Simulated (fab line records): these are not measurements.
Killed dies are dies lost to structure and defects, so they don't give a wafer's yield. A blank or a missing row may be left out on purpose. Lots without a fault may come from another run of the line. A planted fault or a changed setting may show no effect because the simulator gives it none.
Split-lot study ; flow berkeley_cmos170 ; 5 lots, 23 wafers read, on a route of 331 steps

== ABOUT THE SPLIT ==
At UCB170_ACTIVE_PEB_11, the setting peb_temp_c was moved away from the recipe's 130 C on 8 of the 23 wafers read, by -2.0% to +1.4%. This setting was run at the recipe's value on the other wafers.

== FROM THE SPLIT TO THE READING: what the file shows between them, 4 steps ==
- UCB170_ACTIVE_DEVELOP_12: develop time 45 s
- UCB170_ACTIVE_CD_MEAS_13: target cd 1200 nm
- UCB170_ACTIVE_ETCH_15: etches Si3N4 in CH3F/Ar/O2, stops on SiO2, target depth 242 nm, time 151 s (also split here: over_etch_frac)
- UCB170_ACTIVE_STRIP_16: strips in O2

== THE READING ==
At UCB170_ACTIVE_CD_MEAS_90: cd_nm in nanometres, against a target cd of 1200 nm. Fault-free wafers of this fab line usually give 1199.7 nm, standard deviation 1.2 nm.

wafer;tool, chamber at the split;peb_temp_c as run, C;against the recipe;cd_nm, nm;against lot-mates on the recipe
L074.2;litho_track-04, 0;130;recipe;1200.5;-
L074.4;litho_track-04, 0;130;recipe;1199.2;-
L074.5;litho_track-04, 0;130;recipe;1200.4;-
L077.1;litho_track-02, 0;130;recipe;1200.3;-
L077.2;litho_track-02, 0;131.8;+1.4%;1188.6;-11.1
L077.3;litho_track-02, 0;131.8;+1.4%;1190.1;-9.6
L077.5;litho_track-02, 0;131.8;+1.4%;1187.3;-12.4
L077.6;litho_track-02, 0;130;recipe;1199.1;-
L081.1;litho_track-03, 0;127.4;-2.0%;1219.8;+20.4
L081.2;litho_track-03, 0;127.4;-2.0%;1219.0;+19.6
L081.4;litho_track-03, 0;130;recipe;1199.0;-
L081.5;litho_track-03, 0;130;recipe;1199.6;-
L081.6;litho_track-03, 0;130;recipe;1199.5;-
L084.1;litho_track-02, 0;130;recipe;1198.7;-
L084.2;litho_track-02, 0;130;recipe;1199.5;-
L084.4;litho_track-02, 0;130;recipe;1200.2;-
L084.5;litho_track-02, 0;130;recipe;1199.7;-
L084.6;litho_track-02, 0;130;recipe;1199.4;-
L085.1;litho_track-04, 0;128.5;-1.2%;1211.1;+11.5
L085.2;litho_track-04, 0;128.5;-1.2%;1209.2;+9.6
L085.4;litho_track-04, 0;130;recipe;1199.1;-
L085.5;litho_track-04, 0;128.5;-1.2%;1210.4;+10.8
L085.6;litho_track-04, 0;130;recipe;1200.1;-

FIT RESULTS
A straight line over all 23 wafers: cd_nm changes by -9.02 nm for each +1% of peb_temp_c; r = -0.99; the points scatter about the line by 0.99 nm.
The same after taking each lot's own level away (the mean of its wafers on the recipe; 23 wafers): -9.1 nm for each +1%; r = -0.99; scatter 0.99 nm.
The reading moves by 18 nm for the largest change in peb_temp_c, on that fit.
From 1199.37 to 1200.03 nm: that is the span of the lots' own levels, equal to 0.6 times the standard deviation above.
The two slopes agree, so the slope changes little with the lot-to-lot level.
Check: for one of the wafers moved furthest among these (-2.0%), held out of the fit, the line's prediction against its lot-mates is +18 nm. It came out at +20.4 nm against them.

== ADDITIONAL SPLITS CARRIED BY THESE WAFERS ==
Note: prior to the reading, these wafers also went through further splits. Each is held against what the fit with the lots' levels taken away leaves over:
other split on the same wafers;wafers away from the commonest value;r with cd_nm (lot level and that fit taken away)
UCB170_START_OXIDATION_02 temp_c;18;-0.05
UCB170_ZERO_COAT_01 spin_rpm;9;-0.25
UCB170_NWELL_OXIDATION_01 ox_time_s;18;-0.28
UCB170_NWELL_IMPLANT_14 energy_kev;10;+0.17
UCB170_PWELL_COAT_08 resist_thk_nm;7;+0.02
UCB170_WELLDRIVE_OXIDATION_01 temp_c;10;+0.25
UCB170_ACTIVE_ETCH_15 over_etch_frac;5;-0.13

== THE WHOLE CHAIN: every reading that the file lists as answering this split, in the file's order ==
step;what it does;reading;change (the file's fit);r (the file's)
UCB170_ACTIVE_CD_MEAS_13;target cd 1200 nm;cd_nm;-9.38 nm for each +1% of the setting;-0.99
UCB170_ACTIVE_ETCH_15;etches Si3N4 in CH3F/Ar/O2, stops on SiO2, target depth 242 nm, time 151 s;ACTIVE.cd_nm (the simulator's own value, which no gauge read);-9.28 nm for each +1% of the setting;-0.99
UCB170_ACTIVE_CD_MEAS_90;target cd 1200 nm;cd_nm;-9.34 nm for each +1% of the setting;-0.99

== THE FILE'S OWN FIT ==
cd_nm changes by -9.34 nm for each +1% of peb_temp_c, r = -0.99.
